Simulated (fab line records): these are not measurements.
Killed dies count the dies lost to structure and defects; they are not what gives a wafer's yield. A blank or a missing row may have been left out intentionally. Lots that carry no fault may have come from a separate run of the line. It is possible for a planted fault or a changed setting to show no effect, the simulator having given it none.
The same fault as seen by 2 desks | flow berkeley-cmos170 | only its own numbers are on each desk; what lay behind them is given at the end

## METROLOGY DESK
Means of the sampled wafers that have a number, per lot and without regard to the tool the lot ran on: this is what the gauges read. The brackets show how far a lot's mean lies from the usual mean; more than 4 standard deviations puts the lot out of limits, marked OUT.
Columns: A = PLDD_TW at UCB170_PLDD_TW_MEAS_11, usual 1004; B = cd-nm at UCB170_PSD_CD_MEAS_06, usual 1199.6 nm; C = PLDD_RS at UCB170_SDANNEAL_RS_MEAS_04, usual 1032.1 ohm/sq
lot  | first seen here | A    | B      | C
L859 | day 7 08:04     | 1004 | 1199.7 | 1033.8
L862 | day 8 10:16     | 993  | 1200.4 | 1031.2
L860 | day 8 10:32     | 991  | 1199.8 | 1031.9
L865 | day 9 00:21     | 1030 | 1201.2 | 1030.5
L866 | day 9 00:37     | 990  | 1201.3 | 1033.8
L870 | day 9 18:31     | 1040 | 1198.2 | 1025.4
L871 | day 9 21:47     | 1052 | 1198.7 | 1023.1
L874 | day 11 02:05    | 1031 | 1200.5 | 1030.7
L875 | day 11 02:26    | 995  | 1200.8 | 1032.2
L877 | day 11 10:10    | 1031 | 1199.2 | 1032.3
L876 | day 11 10:41    | 1001 | 1197.4 | 1030.4
L880 | day 12 00:56    | 1006 | 1195.9 | 1031.9
L879 | day 12 01:13    | 1003 | 1200.1 | 1034.9
L881 | day 12 10:27    | 1000 | 1201.5 | 1033.5
This desk's finding: nothing out of limits on any of the 14 lots.

## AT THE TOOL OWNER'S DESK: implanter-04
The tool's own readings at UCB170_PLDD_IMPLANT_08: means of the sampled wafers that have a number, for each lot that ran on this tool. The brackets show how far a lot's mean lies from the usual mean; more than 4 standard deviations puts the lot out of limits, marked OUT.
Columns: A = beam-energy-keV at UCB170_PLDD_IMPLANT_08, usual 9.999; B = tilt-deg at UCB170_PLDD_IMPLANT_08, usual 6.993 degrees
lot  | first seen here | A                        | B
L859 | day 7 07:41     | 10.004                   | 6.992
L862 | day 8 09:52     | 9.997                    | 6.976
L866 | day 9 00:15     | 9.998                    | 7.010
L870 | day 9 18:10     | 13.501 (+99 or more) OUT | 6.968
L871 | day 9 21:23     | 13.500 (+99 or more) OUT | 6.978
This desk's verdict: out of limits on L870, L871, starting with L870 at day 9 18:10 (beam-energy-keV at UCB170_PLDD_IMPLANT_08). Within limits: L859, L862, L866.

## TAKEN TOGETHER
At day 9 18:10, on L870, L871, the tool owner's desk was in a position to raise an alarm.
From the metrology desk's view, nothing was out of limits.
The metrology desk holds a record of L870, L871, inside its limits.
Of the lots named, all ran UCB170_PLDD_IMPLANT_08 on implanter-04.

## WHAT THE SIMULATOR HAD PUT IN
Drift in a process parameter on implanter-04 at UCB170_PLDD_IMPLANT_08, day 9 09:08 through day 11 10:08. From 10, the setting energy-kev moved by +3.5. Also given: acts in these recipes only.
Struck lots among those shown: L870, L871.
Time in hours from fault onset to the first out-of-limits reading at each desk: the tool owner's desk, 9.
